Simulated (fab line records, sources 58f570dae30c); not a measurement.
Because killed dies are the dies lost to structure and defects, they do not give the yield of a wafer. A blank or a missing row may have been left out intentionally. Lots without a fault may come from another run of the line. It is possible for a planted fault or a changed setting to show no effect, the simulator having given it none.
Code-filled problem report in 8D (eight disciplines) form    flow berkeley cmos170    the parts of the form that need people (team, actions taken, sign-off) are left out

== 1. WHAT IS WRONG ==
Mean PSD_RS at UCB170_SDANNEAL_RS_MEAS_02: 69.96 ohm/sq over 6 wafers in 2 lots; fault-free wafers: 75.65 ohm/sq, standard deviation 0.25. That puts it -23 standard deviations away from the usual mean.
The step: measures by four-point-probe.
First seen on wafer L916.2, day 8 18:59, on film metro-04. The record holds 42 wafers of 14 lots with a number at this step. Rule for "out" (also "out of limits"): further than 4 standard deviations from the usual mean. The rest of the wafers with a number are treated as sound.

== 2. WHAT IT IS, AND WHAT IT ISN'T ==
question                     is                            is not
which readings at this step  PSD_RS                        -
which lots                   L916, L919                    L911, L912, L915, L920, L925, L927, L929, L930, L931, L932, L933, L934
which wafers of those lots   all that have a number        -
read on which gauges         film metro-01, film metro-04  film metro-03
when                         from day 8 18:59              up to then (9 sound wafers); but 27 sound wafers of L920, L925, L927, L929, L930, L931, L932, L933, L934 came after

== 3. THE SUSPECTS, EACH WITH WHAT RULES IT OUT ==
Counting: a tool stays on the suspect list if, at a process step up to the reading, it processed all lots that are out and no sound lot following the first of them.
- the gauge at UCB170_SDANNEAL_RS_MEAS_02 has been ruled out. The wafers that are out were read on 2 gauges (film metro-01, film metro-04).
- rtp anneal-01 at UCB170_SDANNEAL_RTA_00 (time 10 s): ruled out as a lasting fault. Following L916 (day 8 18:37), the first lot on it that is out, the sound lots L931, L932, L934 were run on it.
- rtp anneal-01 at UCB170_SDANNEAL_RTA_01 (time 5 s): ruled out as a lasting fault. Following L916 (day 8 18:41), the first lot on it that is out, the sound lots L931, L932, L934 were run on it.
Left after counting: nothing in the record.

== 4. THE CAUSE (what the simulator had put in) ==
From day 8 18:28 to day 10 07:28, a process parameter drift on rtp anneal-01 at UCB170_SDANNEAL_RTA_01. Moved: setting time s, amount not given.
The count ruled it out by mistake, since the rule takes a fault to strike every lot its tool runs from the start of the fault on, and this one did not do so.

== 5. SEQUENCE OF EFFECTS, ordered by route ==
Each row: a reading where the mean over the struck wafers with a number is more than 3 standard deviations away from the usual. Readings are gone through only where the record gives a usual standard deviation; hours: the median, over the lots, of the time from a lot's start at the first step in this table giving one to that lot's start at this step; sigmas: the change measured in usual standard deviations.
hours  step                        reading  usual          on struck wafers  change  sigmas
0      UCB170_SDANNEAL_RS_MEAS_02  PSD_RS   75.65 ohm/sq   69.96             -5.69   -23
0      UCB170_SDANNEAL_RS_MEAS_03  NSD_RS   37.25 ohm/sq   35.94             -1.31   -16
0      UCB170_SDANNEAL_RS_MEAS_04  PLDD_RS  1031.2 ohm/sq  1020.9            -10.3   -4.0
Later measuring or inspecting steps at which every struck wafer that the step has a row for has a number for every such reading, and none has moved that far: UCB170_M1_OVL_MEAS_10.

== 6. WHAT WOULD HAVE CAUGHT IT SOONER ==
In this record the first reading out of limits at a measuring or inspecting step was taken at day 8 18:59, 1 hour after the fault began at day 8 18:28.
Of the tool readings at UCB170_SDANNEAL_RTA_01 for which the record gives a usual standard deviation, none was out on any struck wafer, so an alarm limit of 4 standard deviations on them would not have fired.
